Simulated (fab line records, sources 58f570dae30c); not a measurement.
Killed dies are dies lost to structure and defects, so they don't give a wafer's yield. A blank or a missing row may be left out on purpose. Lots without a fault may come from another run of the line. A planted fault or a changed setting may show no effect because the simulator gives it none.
One fault seen from 2 desks | flow berkeley_cmos170 | each desk has only its own numbers; what lay behind them comes last

THE METROLOGY DESK
What the gauges read, lot by lot, whatever tool the lot ran on: means of the sampled wafers that have a number. A lot is out of limits, marked OUT, if its mean lies more than 4 standard deviations from the usual mean; the brackets give that distance.
Columns: A = GATE_OXIDE_THK at UCB170_GATE_THK_MEAS_02, usual 6.58 nm; B = cd_nm at UCB170_V1_CD_MEAS_12, usual 699.9 nm
lot  | first seen here | A    | B
L976 | day 6 19:33     | 6.51 | 700.2
L975 | day 6 19:34     | 6.55 | 699.3
L974 | day 6 19:36     | 6.70 | 703.8
L978 | day 7 12:03     | 6.62 | 696.6
L977 | day 7 12:04     | 6.68 | 700.8
L979 | day 7 22:07     | 6.52 | 700.0
L982 | day 8 09:44     | 6.77 | 700.5
L983 | day 8 09:46     | 6.79 | 698.8
L981 | day 8 09:47     | 6.86 | 698.7
L984 | day 8 09:49     | 6.70 | 697.7
L987 | day 9 02:51     | 6.44 | 700.1
L990 | day 10 04:28    | 6.10 | 698.5
L991 | day 10 04:28    | 6.09 | 700.8
L992 | day 10 05:57    | 6.10 | 699.9
L994 | day 10 14:21    | 6.68 | 701.0
This desk's finding: nothing out of limits on any of the 15 lots.

THE TOOL OWNER'S DESK: furnace-03
The tool's own readings at UCB170_GATE_OXIDATION_01 (target thk 6.6 nm, ox time 1800 s): means of the sampled wafers that have a number, for each lot that ran on this tool. A lot is out of limits, marked OUT, if its mean lies more than 4 standard deviations from the usual mean; the brackets give that distance.
Columns: A = spike_tc_centre_C at UCB170_GATE_OXIDATION_01, usual 851.9 C; B = spike_tc_load_C at UCB170_GATE_OXIDATION_01, usual 870.4 C; C = spike_tc_source_C at UCB170_GATE_OXIDATION_01, usual 872.5 C; D = tube_center_temp_C at UCB170_GATE_OXIDATION_01, usual 849.98 C; E = tube_center_temp_C_max at UCB170_GATE_OXIDATION_01, usual 852.2
lot  | first seen here | A     | B     | C     | D                | E
L974 | day 6 18:02     | 851.6 | 868.4 | 874.3 | 849.93           | 852.1
L975 | day 6 18:02     | 850.3 | 869.4 | 873.7 | 849.98           | 852.2
L976 | day 6 18:02     | 850.4 | 868.2 | 875.4 | 849.90           | 851.8
L981 | day 8 08:13     | 850.5 | 869.2 | 875.2 | 849.96           | 852.1
L982 | day 8 08:13     | 850.0 | 868.4 | 874.4 | 849.98           | 852.1
L983 | day 8 08:13     | 850.0 | 868.8 | 875.0 | 849.98           | 851.9
L984 | day 8 08:13     | 849.8 | 868.0 | 873.5 | 849.92           | 852.6
L990 | day 10 02:56    | 844.8 | 862.5 | 870.1 | 844.95 (-70) OUT | 847.3 (-14) OUT
L991 | day 10 02:56    | 845.9 | 862.5 | 869.8 | 844.96 (-70) OUT | 847.1 (-14) OUT
L992 | day 10 04:26    | 845.8 | 862.4 | 870.2 | 845.01 (-69) OUT | 847.5 (-13) OUT
This desk's finding: out of limits on L990, L991, L992; first on L990, day 10 02:56 (tube_center_temp_C at UCB170_GATE_OXIDATION_01). In limits: L974, L975, L976, L981, L982, L983, L984.

PUT TOGETHER
The tool owner's desk could have raised an alarm at day 10 02:56, on L990, L991, L992.
The metrology desk saw nothing out of limits.
The metrology desk has L990, L991, L992 on record, within its limits.
Of the lots named, all ran UCB170_GATE_OXIDATION_01 on furnace-03.

WHAT THE SIMULATOR HAD PUT IN
Process parameter drift: furnace-03, from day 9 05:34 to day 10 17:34, at UCB170_GATE_OXIDATION_01. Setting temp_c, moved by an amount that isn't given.
Lots struck among those shown: L990, L991, L992.
Hours from the fault's start to each desk's first reading out of limits: the tool owner's desk, 21.
